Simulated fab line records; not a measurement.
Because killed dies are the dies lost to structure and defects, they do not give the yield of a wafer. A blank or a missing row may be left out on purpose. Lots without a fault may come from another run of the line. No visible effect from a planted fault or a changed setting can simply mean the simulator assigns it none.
The tool behind it: which one?    flow berkeleyCmos170    42 wafers from 14 lots sampled at 2 of the route's 331 steps

WHAT THE GAUGES READ, wafer by wafer
No reading from a measuring or inspecting step in the record can be judged against a usual standard deviation.

WHICH TOOL RAN EACH LOT (tool, then ch and the chambers of the sampled wafers, then the start)
lot   UCB170_M2_METAL_ETCH_18           UCB170_M2_STRIP_19
L397  rieMetal-04 ch 0,1, day 7 05:46   plasmaAsher-02 ch 0,1, day 7 05:57
L398  rieMetal-02 ch 1, day 7 06:19     plasmaAsher-02 ch 0,1, day 7 06:30
L396  rieMetal-04 ch 0,1, day 7 07:02   plasmaAsher-02 ch 0,1, day 7 07:13
L399  rieMetal-04 ch 0,1, day 8 02:41   plasmaAsher-02 ch 0,1, day 8 02:52
L405  rieMetal-04 ch 0,1, day 9 10:07   plasmaAsher-04 ch 0,1, day 9 10:19
L408  rieMetal-02 ch 1, day 9 10:13     plasmaAsher-01 ch 0,1, day 9 10:24
L404  rieMetal-04 ch 0,1, day 9 10:27   plasmaAsher-02 ch 0,1, day 9 10:38
L411  rieMetal-02 ch 0,1, day 10 10:45  plasmaAsher-02 ch 0,1, day 10 10:55
L413  rieMetal-01 ch 0,1, day 10 10:53  plasmaAsher-01 ch 0,1, day 10 11:08
L410  rieMetal-02 ch 0,1, day 10 11:15  plasmaAsher-04 ch 0,1, day 10 11:26
L414  rieMetal-01 ch 0,1, day 11 09:39  plasmaAsher-01 ch 0,1, day 11 09:49
L418  rieMetal-04 ch 0,1, day 12 05:43  plasmaAsher-01 ch 0,1, day 12 05:53
L417  rieMetal-01 ch 0,1, day 12 05:59  plasmaAsher-01 ch 0,1, day 12 06:10
L419  rieMetal-04 ch 0,1, day 12 06:08  plasmaAsher-02 ch 0,1, day 12 06:20
- UCB170_M2_METAL_ETCH_18: etches Al in Cl2/BCl3, stops on SiO2, target depth 1170 nm, time 195 s.
- UCB170_M2_STRIP_19: strips in O2.

AS READ BY THE TOOLS THEMSELVES (means over the sampled wafers that have a number; for cases with no such wafer, the mark the record gives instead)
UCB170_M2_METAL_ETCH_18.
lot   tool         drypumpMotorCurrentA (A)  oesProductAu (a.u.)  rfFwdPowerW (W)  throttleValvePct (%)
L397  rieMetal-04  5.6                       0.846                595.6            24.33
L398  rieMetal-02  5.4                       0.873                598.6            24.34
L396  rieMetal-04  5.5                       0.851                595.2            24.27
L399  rieMetal-04  5.5                       0.850                596.6            24.27
L405  rieMetal-04  5.6                       0.852                666.2            24.33
L408  rieMetal-02  5.4                       0.880                599.9            24.33
L404  rieMetal-04  5.5                       0.849                670.0            24.32
L411  rieMetal-02  6.0                       0.848                596.7            24.30
L413  rieMetal-01  5.8                       0.863                601.0            24.55
L410  rieMetal-02  6.0                       0.852                598.8            24.28
L414  rieMetal-01  5.9                       0.858                600.3            24.57
L418  rieMetal-04  5.5                       0.849                598.5            24.33
L417  rieMetal-01  6.2                       0.863                597.8            24.61
L419  rieMetal-04  5.5                       0.857                597.4            24.27

UCB170_M2_STRIP_19.
lot   tool            drypumpMotorCurrentA (A)  oesProductAu (a.u.)
L397  plasmaAsher-02  6.6                       0.532
L398  plasmaAsher-02  6.5                       0.552
L396  plasmaAsher-02  6.6                       0.548
L399  plasmaAsher-02  6.6                       0.544
L405  plasmaAsher-04  5.4                       0.461
L408  plasmaAsher-01  5.5                       0.550
L404  plasmaAsher-02  6.6                       0.460
L411  plasmaAsher-02  6.6                       0.544
L413  plasmaAsher-01  5.3                       0.531
L410  plasmaAsher-04  5.2                       0.557
L414  plasmaAsher-01  5.5                       0.546
L418  plasmaAsher-01  5.3                       0.544
L417  plasmaAsher-01  5.5                       0.540
L419  plasmaAsher-02  6.5                       0.552

THE ANSWER, worked out from the rows above alone
Rule: what is usual is taken from the lots themselves. Put in order of their means at a reading, lots are off if they are a third of the lots or fewer, leave a main group of 4 or more, and stand apart from it by a gap of 3 or more times the standard deviation of the main group's means; of several such gaps the widest counts. A main group whose means are all the same, to the digits that the tables above print for the reading, isn't used. A lot without any number at a reading at which 4 lots or more have one is off too. Where the step has rows for the other lots, those lots are counted as sound. After the gauges, taken in route order, come the tools' own readings; for these a lot's mean is taken, as printed above. At the first step where some lot is off, the reading lying furthest off is the one used; lots without a number count as furthest.
Off: L405, L404, at UCB170_M2_METAL_ETCH_18 (rfFwdPowerW). The main group has a mean of 598.0 W with a standard deviation of 1.8.
If a tool, at that step or one of the process steps before it, ran each lot that is off and ran no sound lot following the first of them, it fits. No candidate that was tried fits.

WHAT HAD BEEN PUT IN BY THE SIMULATOR
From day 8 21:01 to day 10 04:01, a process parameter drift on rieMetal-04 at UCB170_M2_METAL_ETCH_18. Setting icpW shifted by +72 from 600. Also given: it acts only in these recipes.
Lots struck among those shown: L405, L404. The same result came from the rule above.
